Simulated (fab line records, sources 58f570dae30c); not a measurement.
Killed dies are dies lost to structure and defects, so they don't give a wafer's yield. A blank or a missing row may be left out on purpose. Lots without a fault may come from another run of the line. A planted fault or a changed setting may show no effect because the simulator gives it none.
fab line records | flow berkeley_cmos170
record lots=14 wafers=42 last_day=12
route steps=331 shown M1@247 V2@296 M3@310
lots that met no fault: from a run of the same line without faults
start_h: hours from the record's first day to the start of the lot's first wafer shown | wait_h: hours since the lot's step before | " the same as in the row above | L1.1+2: a row that stands for several wafers | - no value, or no start given | * or withheld: withheld | < > ~ a bound
route shown NAME@n: a module of which the file shows steps, and the number in the route of the first | usual: mean/standard deviation of fault-free wafers | same: alike in all rows | chamber/n: place in a boat | sites: the reading at each site | _std_site: their standard deviation | _edge_site: outer sites' mean less inner sites' | radius_mm: how far each site lies from the wafer's centre | mask NAME#n: copy n | behind: the tool/chamber that last shaped the wafer | hold: why the lot was held/for how many hours/how that ended | device: the transistor (n, p or np) that didn't switch | end of line: the same wafers' tests at the end of the route | a step without rows: its recipe alone | killed: dies lost to structure and defects at the first sort, not the wafer's yield | map: a wafer's dies, x killed, . not, _ none there
set.NAME: the setting as run; set.NAME@STEP: as run at that earlier step | model.NAME: the simulator's own value behind a step, which no gauge read
steps of the route over a sample of lots; a table a step, a row a wafer
services: from which hour (start_h, from the record's first day; less than 0 if before it) a tool's chamber was out of use, for how many hours, and why
## steps
# step UCB170_M1_CD_MEAS_09
# recipe target_cd_nm=700
# usual cd_nm=700.2/1.3
# columns lot.wafer tool chamber start_h wait_h cd_nm
L255.1 cd_sem-02 - 142.68 - 701.7
L255.4 " - " " 702.9
L255.6 " - " " 702.2
L256.1 cd_sem-01 - 161.93 - 699.6
L256.2 " - " " 698.8
L256.4 " - " " 699.6
L257.1 cd_sem-01 - 168.81 - 701.5
L257.3 " - " " 701.4
L257.5 " - " " 702.0
L259.1 cd_sem-01 - 171.17 - 699.2
L259.3 " - " " 699.5
L259.6 " - " " 698.0
L264.4 cd_sem-02 - 197.57 - 699.6
L264.5 " - " " 699.9
L264.6 " - " " 701.3
L271.3 cd_sem-01 - 242.14 - 701.5
L271.4 " - " " 702.8
L271.5 " - " " 701.3
L273.1 cd_sem-01 - 242.64 - 698.5
L273.3 " - " " 698.6
L273.5 " - " " 699.3
L272.3 cd_sem-01 - 243.09 - 701.1
L272.4 " - " " 701.2
L272.6 " - " " 699.4
L270.1 cd_sem-02 - 243.10 - 700.4
L270.3 " - " " 699.9
L270.6 " - " " 700.0
L274.1 cd_sem-02 - 250.02 - 702.2
L274.3 " - " " 701.2
L274.5 " - " " 700.7
L277.3 cd_sem-02 - 255.90 - 700.1
L277.4 " - " " 700.6
L277.6 " - " " 701.7
L276.1 cd_sem-02 - 257.14 - 700.4
L276.3 " - " " 699.1
L276.4 " - " " 699.6
L275.1 cd_sem-02 - 257.46 - 700.3
L275.3 " - " " 699.4
L275.6 " - " " 700.1
L278.1 cd_sem-02 - 263.87 - 699.2
L278.4 " - " " 699.5
L278.5 " - " " 699.6
# step UCB170_V2_THK_MEAS_04
# recipe reads=SiO2_of_V2_CVD_00
# usual V2_POLISHED_THK=999.6/1.3
# columns lot.wafer tool chamber start_h wait_h V2_POLISHED_THK[nm]
L255.1 film_metro-02 - 155.15 0.1 999.1
L255.4 " - " " 998.1
L255.6 " - " " 998.8
L256.1 film_metro-04 - 174.17 0.1 1001.0
L256.2 " - " " 999.8
L256.4 " - " " 999.9
L257.1 film_metro-04 - 179.99 0.1 998.4
L257.3 " - " " 1001.4
L257.5 " - " " 1000.7
L259.1 film_metro-01 - 182.89 0.1 997.3
L259.3 " - " " 999.1
L259.6 " - " " 999.8
L264.4 film_metro-02 - 210.32 0.1 1001.7
L264.5 " - " " 999.8
L264.6 " - " " 1002.0
L271.3 film_metro-02 - 252.04 0.1 1001.7
L271.4 " - " " 1000.6
L271.5 " - " " 998.9
L272.3 film_metro-01 - 252.68 0.1 998.7
L272.4 " - " " 998.4
L272.6 " - " " 999.1
L273.1 film_metro-04 - 253.50 0.1 1001.1
L273.3 " - " " 1001.2
L273.5 " - " " 1001.0
L270.1 film_metro-02 - 254.61 0.1 999.9
L270.3 " - " " 1000.0
L270.6 " - " " 999.8
L274.1 film_metro-01 - 261.58 0.1 999.3
L274.3 " - " " 1000.1
L274.5 " - " " 998.8
L277.3 film_metro-04 - 268.22 0.1 1001.4
L277.4 " - " " 1000.2
L277.6 " - " " 998.0
L276.1 film_metro-02 - 268.26 0.1 999.5
L276.3 " - " " 1001.9
L276.4 " - " " 1001.0
L275.1 film_metro-01 - 268.59 0.1 998.7
L275.3 " - " " 1000.4
L275.6 " - " " 1000.5
L278.1 film_metro-02 - 276.45 0.1 999.3
L278.4 " - " " 997.4
L278.5 " - " " 999.0
# step UCB170_V2_ETCH_14
# recipe chemistry=CHF3/CF4/Ar target=SiO2 stop_on=Al CHF3_flow_sccm=45 cf4_flow_sccm=15 Ar_flow_sccm=150 pressure_mtorr=200 rf_w=700 target_depth_a=12500 over_etch_frac=0.25 time_s=291
# usual drypump_motor_current_A=5.6/0.52 oes_product_au=0.875/0.013 throttle_valve_pct=6.96/0.099
# columns lot.wafer tool chamber start_h wait_h drypump_motor_current_A oes_product_au rf_hours_counter_h throttle_valve_pct
L255.1 rie_diel-02 3 156.70 0.0 5.6 0.886 152 6.90
L255.4 " 0 " " 5.4 0.849 108 6.92
L255.6 " 2 " " 4.7 0.874 - 6.94
L256.1 rie_diel-01 2 176.20 0.0 6.8 0.891 18 7.05
L256.2 " 3 " " 5.7 0.896 33 7.01
L256.4 " 1 " " 5.6 0.883 91 7.15
L257.1 rie_diel-04 3 181.34 0.0 6.0 0.854 87 6.89
L257.3 " 1 " " 5.0 0.881 2 6.84
L257.5 " 2 " " 5.4 0.867 - 6.77
L259.1 rie_diel-04 3 187.11 0.0 6.0 0.848 87 6.87
L259.3 " 1 " " 5.0 0.867 2 6.85
L259.6 " 2 " " 5.4 0.870 - 6.77
L264.4 rie_diel-04 1 211.75 0.0 5.0 0.871 3 6.86
L264.5 " 0 " " 5.7 0.889 - 7.01
L264.6 " 3 " " 6.0 0.863 - 6.87
L271.3 rie_diel-02 0 253.95 0.0 5.3 0.850 112 6.91
L271.4 " 3 " " 5.6 0.862 2 6.90
L271.5 " 2 " " 4.7 0.872 - 6.94
L272.3 rie_diel-02 0 254.71 0.0 5.3 0.851 112 6.91
L272.4 " 2 " " 4.7 0.872 26 6.94
L272.6 " 0 " " 5.3 0.850 - 6.91
L273.1 rie_diel-04 1 255.71 0.0 4.9 0.870 6 6.85
L273.3 " 2 " " 5.4 0.873 4 6.78
L273.5 " 1 " " 5.0 0.874 - 6.86
L270.1 rie_diel-01 3 257.02 0.0 5.7 0.891 38 7.00
L270.3 " 0 " " 6.0 0.862 7 6.99
L270.6 " 2 " " 6.8 0.885 - 7.05
L274.1 rie_diel-01 1 262.81 0.0 5.6 0.881 96 7.14
L274.3 " 2 " " 6.8 0.878 22 7.05
L274.5 " 2 " " 6.8 0.875 - 7.04
L277.3 rie_diel-04 0 269.55 0.0 5.7 0.883 23 7.01
L277.4 " 2 " " 5.4 0.867 5 6.78
L277.6 " 2 " " 5.4 0.871 - 6.76
L276.1 rie_diel-02 0 269.83 0.0 5.4 0.853 113 6.91
L276.3 " 1 " " 5.0 0.892 10 7.01
L276.4 " 3 " " 5.6 0.871 3 6.93
L275.1 rie_diel-01 2 270.11 0.0 6.7 0.879 23 7.06
L275.3 " 0 " " 6.0 0.868 7 6.95
L275.6 " 1 " " 5.6 0.880 - 7.15
L278.1 rie_diel-01 2 278.86 0.0 6.8 0.873 23 7.07
L278.4 " 1 " " 5.6 0.888 96 7.14
L278.5 " 0 " " 6.0 0.863 - 6.96
# step UCB170_M3_SPUTTER_01
# recipe material=Al target_thk_nm=900 time_s=120 power_w=6000 chamber_pressure_pa=0.5
# usual throttle_valve_pct=30.9/0.65
# columns lot.wafer tool chamber start_h wait_h throttle_valve_pct
L255.1 pvd_sputter-03 - 157.17 0.0 30.0
L255.4 " - " " 31.1
L255.6 " - " " 30.4
L256.1 pvd_sputter-04 - 176.67 0.0 29.9
L256.2 " - " " 32.0
L256.4 " - " " 30.4
L257.1 pvd_sputter-03 - 181.80 0.0 30.6
L257.3 " - " " 30.1
L257.5 " - " " 30.1
L259.1 pvd_sputter-04 - 187.61 0.0 30.2
L259.3 " - " " 30.0
L259.6 " - " " 30.4
L259.1 pvd_sputter-04 - 187.86 0.2 30.4
L259.3 " - " " 29.7
L259.6 " - " " 30.4
L264.4 pvd_sputter-02 - 212.21 0.0 30.5
L264.5 " - " " 30.5
L264.6 " - " " 31.1
L264.4 pvd_sputter-02 - 212.46 0.2 30.4
L264.5 " - " " 30.7
L264.6 " - " " 30.7
L271.3 pvd_sputter-02 - 254.41 0.0 30.9
L271.4 " - " " 31.9
L271.5 " - " " 30.8
L272.3 pvd_sputter-04 - 255.18 0.0 32.0
L272.4 " - " " 30.5
L272.6 " - " " 31.9
L273.1 pvd_sputter-02 - 256.18 0.0 31.8
L273.3 " - " " 30.8
L273.5 " - " " 30.7
L270.1 pvd_sputter-04 - 257.49 0.0 32.1
L270.3 " - " " 29.9
L270.6 " - " " 30.5
L274.1 pvd_sputter-03 - 263.28 0.0 31.9
L274.3 " - " " 30.4
L274.5 " - " " 31.0
L277.3 pvd_sputter-04 - 270.02 0.0 30.5
L277.4 " - " " 29.9
L277.6 " - " " 30.5
L276.1 pvd_sputter-03 - 270.38 0.0 30.9
L276.3 " - " " 31.5
L276.4 " - " " 30.3
L275.1 pvd_sputter-02 - 270.62 0.0 30.7
L275.3 " - " " 30.7
L275.6 " - " " 31.5
L278.1 pvd_sputter-03 - 279.33 0.0 30.1
L278.4 " - " " 31.0
L278.5 " - " " 30.2
# step UCB170_M3_RS_MEAS_02
# recipe thk_meas_gauge=four-point-probe reads=Al_of_M3_SPUTTER_01
# usual M3_AL_RS=0.0323/0.00041
# columns lot.wafer tool chamber start_h wait_h M3_AL_RS[ohm/sq]
L255.1 film_metro-02 - 157.25 0.0 0.0316
L255.4 " - " " 0.0321
L255.6 " - " " 0.0320
L256.1 film_metro-02 - 176.75 0.0 0.0321
L256.2 " - " " 0.0323
L256.4 " - " " 0.0322
L257.1 film_metro-02 - 181.89 0.0 0.0323
L257.3 " - " " 0.0321
L257.5 " - " " 0.0317
L259.1 film_metro-02 - 187.94 0.0 0.0162
L259.3 " - " " 0.0161
L259.6 " - " " 0.0161
L264.4 film_metro-02 - 212.60 0.1 0.0162
L264.5 " - " " 0.0162
L264.6 " - " " 0.0163
L271.3 film_metro-03 - 254.54 0.1 0.0332
L271.4 " - " " 0.0323
L271.5 " - " " 0.0325
L272.3 film_metro-04 - 255.30 0.1 0.0319
L272.4 " - " " 0.0318
L272.6 " - " " 0.0322
L273.1 film_metro-02 - 256.26 0.0 0.0322
L273.3 " - " " 0.0320
L273.5 " - " " 0.0323
L270.1 film_metro-02 - 257.57 0.0 0.0320
L270.3 " - " " 0.0319
L270.6 " - " " 0.0317
L274.1 film_metro-04 - 263.36 0.0 0.0323
L274.3 " - " " 0.0326
L274.5 " - " " 0.0327
L277.3 film_metro-03 - 270.14 0.1 0.0325
L277.4 " - " " 0.0329
L277.6 " - " " 0.0322
L276.1 film_metro-04 - 270.46 0.0 0.0322
L276.3 " - " " 0.0319
L276.4 " - " " 0.0318
L275.1 film_metro-03 - 270.70 0.0 0.0325
L275.3 " - " " 0.0319
L275.6 " - " " 0.0320
L278.1 film_metro-04 - 279.47 0.1 0.0318
L278.4 " - " " 0.0329
L278.5 " - " " 0.0319
# step UCB170_M3_THK_MEAS_03
# recipe thk_meas_gauge=xrf reads=Al_of_M3_SPUTTER_01
# usual M3_AL_THK=920/12
# columns lot.wafer tool chamber start_h wait_h M3_AL_THK[nm]
L255.1 film_metro-02 - 157.37 0.1 928
L255.4 " - " " 917
L255.6 " - " " 915
L256.1 film_metro-02 - 176.87 0.1 930
L256.2 " - " " 919
L256.4 " - " " 919
L257.1 film_metro-02 - 182.01 0.1 918
L257.3 " - " " 928
L257.5 " - " " 934
L259.1 film_metro-02 - 188.06 0.1 1837
L259.3 " - " " 1836
L259.6 " - " " 1839
L264.4 film_metro-02 - 212.69 0.1 1814
L264.5 " - " " 1821
L264.6 " - " " 1795
L271.3 film_metro-03 - 254.64 0.1 903
L271.4 " - " " 925
L271.5 " - " " 914
L272.3 film_metro-04 - 255.40 0.1 936
L272.4 " - " " 936
L272.6 " - " " 932
L273.1 film_metro-02 - 256.38 0.1 917
L273.3 " - " " 922
L273.5 " - " " 924
L270.1 film_metro-02 - 257.69 0.1 924
L270.3 " - " " 928
L270.6 " - " " 933
L274.1 film_metro-04 - 263.48 0.1 922
L274.3 " - " " 918
L274.5 " - " " 917
L277.3 film_metro-03 - 270.24 0.1 912
L277.4 " - " " 902
L277.6 " - " " 925
L276.1 film_metro-04 - 270.58 0.1 923
L276.3 " - " " 940
L276.4 " - " " 936
L275.1 film_metro-03 - 270.82 0.1 915
L275.3 " - " " 937
L275.6 " - " " 932
L278.1 film_metro-04 - 279.59 0.1 940
L278.4 " - " " 902
L278.5 " - " " 931
# step UCB170_M3_METAL_ETCH_18
# recipe chemistry=Cl2/BCl3 target=Al stop_on=SiO2 pressure_mtorr=12 target_depth_a=11700 over_etch_frac=0.3 time_s=195 icp_w=600 bias_w=120 Cl2_flow_sccm=90 bcl3_flow_sccm=45
# usual drypump_motor_current_A=5.8/0.47 oes_product_au=0.854/0.013 throttle_valve_pct=24.41/0.23
# columns lot.wafer tool chamber start_h wait_h drypump_motor_current_A oes_product_au rf_hours_counter_h throttle_valve_pct
L255.1 rie_metal-01 1 161.84 - 5.4 0.869 10 24.38
L255.4 " 0 " " 6.2 0.858 - 24.25
L255.6 " 1 " " 5.4 0.862 - 24.38
L256.1 rie_metal-02 1 179.29 - 6.0 0.871 12 24.53
L256.2 " 0 " " 6.3 0.833 2 24.80
L256.4 " 1 " " 6.0 0.859 - 24.51
L257.1 rie_metal-02 1 184.79 - 6.0 0.860 13 24.52
L257.3 " 1 " " 6.0 0.863 - 24.52
L257.5 " 0 " " 6.3 0.846 - 24.80
L259.1 rie_metal-02 0 190.08 - 6.3 0.998 3 24.73
L259.3 " 1 " " 6.0 1.004 - 24.45
L259.6 " 0 " " 6.3 0.994 - 24.73
L264.4 rie_metal-04 0 217.63 - 5.1 1.019 - 23.98
L264.5 " 0 " " 5.1 1.016 - 23.97
L264.6 " 0 " " 5.1 1.012 - 23.99
L271.3 rie_metal-01 1 258.09 - 5.4 0.847 - 24.35
L271.4 " 0 " " 6.2 0.857 - 24.26
L271.5 " 1 " " 5.4 0.853 - 24.38
L272.3 rie_metal-02 1 259.02 - 6.0 0.872 - 24.52
L272.4 " 0 " " 6.3 0.845 - 24.80
L272.6 " 1 " " 6.0 0.865 - 24.51
L273.1 rie_metal-04 0 259.96 - 5.1 0.882 0 24.06
L273.3 " 1 " " 5.4 0.859 - 24.58
L273.5 " 1 " " 5.4 0.845 - 24.59
L270.1 rie_metal-01 1 260.78 - 5.4 0.868 12 24.37
L270.3 " 0 " " 6.2 0.862 - 24.26
L270.6 " 0 " " 6.2 0.864 - 24.26
L274.1 rie_metal-01 1 265.92 - 5.4 0.856 13 24.37
L274.3 " 1 " " 5.4 0.860 - 24.36
L274.5 " 1 " " 5.4 0.846 - 24.38
L277.3 rie_metal-02 0 273.14 - 6.3 0.823 - 24.79
L277.4 " 0 " " 6.3 0.832 - 24.79
L277.6 " 0 " " 6.3 0.842 - 24.80
L276.1 rie_metal-04 1 273.15 - 5.4 0.850 12 24.58
L276.3 " 0 " " 5.1 0.889 - 24.06
L276.4 " 1 " " 5.4 0.856 - 24.57
L275.1 rie_metal-01 0 273.29 - 6.2 0.846 10 24.25
L275.3 " 0 " " 6.2 0.867 - 24.26
L275.6 " 0 " " 6.3 0.857 - 24.25
L278.1 rie_metal-01 0 282.81 - 6.3 0.868 10 24.25
L278.4 " 1 " " 5.4 0.844 - 24.37
L278.5 " 1 " " 5.4 0.869 - 24.36
## services
# columns tool chamber start_h hours kind
rie_diel-04 2 151.92 - clean
rie_diel-04 2 151.92 18.8 scheduled_down
rie_diel-04 2 151.92 18.8 vent_cycle
rie_diel-02 2 170.21 5.9 repair
rie_diel-02 - 184.64 0.7 repair
rie_diel-02 3 186.79 - clean
rie_diel-02 3 186.79 17.7 scheduled_down
rie_diel-02 3 186.79 17.7 vent_cycle
rie_metal-04 1 187.95 49.4 repair
rie_metal-01 - 190.03 14.6 pm
rie_metal-04 - 190.04 2.8 pm
rie_diel-01 - 198.21 0.3 repair
pvd_sputter-03 - 203.26 1.6 repair
rie_diel-02 - 209.49 2.8 pm
rie_diel-01 2 209.91 3.7 repair
rie_metal-02 0 218.96 17.5 repair
rie_metal-02 - 220.84 0.8 repair
rie_diel-01 - 227.85 0.4 repair
rie_diel-04 2 240.14 12.7 repair
rie_metal-04 - 245.09 1.3 repair
pvd_sputter-03 - 254.48 6.8 repair
pvd_sputter-03 - 266.65 2.6 repair
rie_metal-02 1 269.54 - clean
rie_metal-01 1 270.28 4.1 repair
## key
first_sign step=UCB170_M3_SPUTTER_01 reading=visit direction=added
effect step=UCB170_M3_RS_MEAS_02 reading=M3_AL_RS direction=down sigmas=40 usual=0.0323 struck=0.0162
effect step=UCB170_M3_THK_MEAS_03 reading=M3_AL_THK direction=up sigmas=76 usual=920 struck=1824
effect step=UCB170_M3_METAL_ETCH_18 reading=oes_product_au direction=up sigmas=12 usual=0.854 struck=1.007
met_at UCB170_M3_SPUTTER_01
struck_lots L259,L264
later_rows_left_out L259.1,L259.3,L259.6,L264.4,L264.5,L264.6
sort_left_out L259.1,L259.3,L259.6,L264.4,L264.5,L264.6
not_acting_at UCB170_M1_CD_MEAS_09,UCB170_V2_THK_MEAS_04,UCB170_V2_ETCH_14
fault kind=repeated_step_whole tool=pvd_sputter-02,pvd_sputter-03,pvd_sputter-04 chamber=- onset_h=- steps=UCB170_M3_SPUTTER_01 times=1 scope=struck_lots_only
# sort_left_out: the simulated sort isn't trusted on such a fault, so these wafers' sort isn't shown, and their yield isn't known
# later_rows_left_out: the simulator's readings of these wafers behind a module that went badly wrong aren't trusted and aren't shown, but for the sort
